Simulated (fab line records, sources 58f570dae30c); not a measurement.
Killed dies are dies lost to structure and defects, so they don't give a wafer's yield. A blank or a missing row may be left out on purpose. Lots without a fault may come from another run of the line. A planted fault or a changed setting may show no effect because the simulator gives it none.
One fault seen from 2 desks | flow berkeley_cmos170 | each desk has only its own numbers; what lay behind them comes last

THE TOOL OWNER'S DESK: rie_diel-04
The tool's own readings at UCB170_V2_ETCH_14 (etches SiO2 in CHF3/CF4/Ar, stops on Al, target depth 1250 nm, time 291 s): means of the sampled wafers that have a number, for each lot that ran on this tool. A lot is out of limits, marked OUT, if its mean lies more than 4 standard deviations from the usual mean; the brackets give that distance.
Columns: A = chamber_pressure_mTorr at UCB170_V2_ETCH_14, usual 200.01 mTorr; B = drypump_motor_current_A at UCB170_V2_ETCH_14, usual 5.8 A; C = oes_product_au at UCB170_V2_ETCH_14, usual 0.876 a.u.; D = throttle_valve_pct at UCB170_V2_ETCH_14, usual 6.94 %
lot  | first seen here | A      | B   | C     | D
L591 | day 9 13:29     | 199.93 | 6.2 | 0.864 | 6.87
L609 | day 12 22:18    | 200.07 | 5.5 | 0.859 | 6.93
This desk's finding: nothing out of limits on any of the 2 lots.

THE METROLOGY DESK
What the gauges read, lot by lot, whatever tool the lot ran on: means of the sampled wafers that have a number. A lot is out of limits, marked OUT, if its mean lies more than 4 standard deviations from the usual mean; the brackets give that distance.
Columns: A = V2_BOW at UCB170_V2_BOW_MEAS_03, usual 37 um; B = V2_POLISHED_THK at UCB170_V2_THK_MEAS_04, usual 1000.0 nm; C = cd_nm at UCB170_V2_CD_MEAS_12, usual 699.5 nm; D = V2_OVL at UCB170_V2_OVL_MEAS_13, usual -2 nm; E = cd_nm at UCB170_V2_CD_MEAS_90, usual 699.2 nm
lot  | first seen here | A  | B      | C     | D  | E
L591 | day 9 11:32     | 39 | 998.4  | 700.3 | -2 | 700.6
L594 | day 10 14:17    | 31 | 1000.1 | 698.8 | -6 | 698.6
L607 | day 12 09:52    | 37 | 999.4  | 700.2 | -5 | 700.2
L609 | day 12 19:59    | 37 | 998.7  | 700.3 | 3  | 700.2
L614 | day 13 17:10    | 40 | 999.1  | 699.8 | -2 | 698.5
This desk's finding: nothing out of limits on any of the 5 lots.

PUT TOGETHER
The tool owner's desk saw nothing out of limits.
The metrology desk saw nothing out of limits.

WHAT THE SIMULATOR HAD PUT IN
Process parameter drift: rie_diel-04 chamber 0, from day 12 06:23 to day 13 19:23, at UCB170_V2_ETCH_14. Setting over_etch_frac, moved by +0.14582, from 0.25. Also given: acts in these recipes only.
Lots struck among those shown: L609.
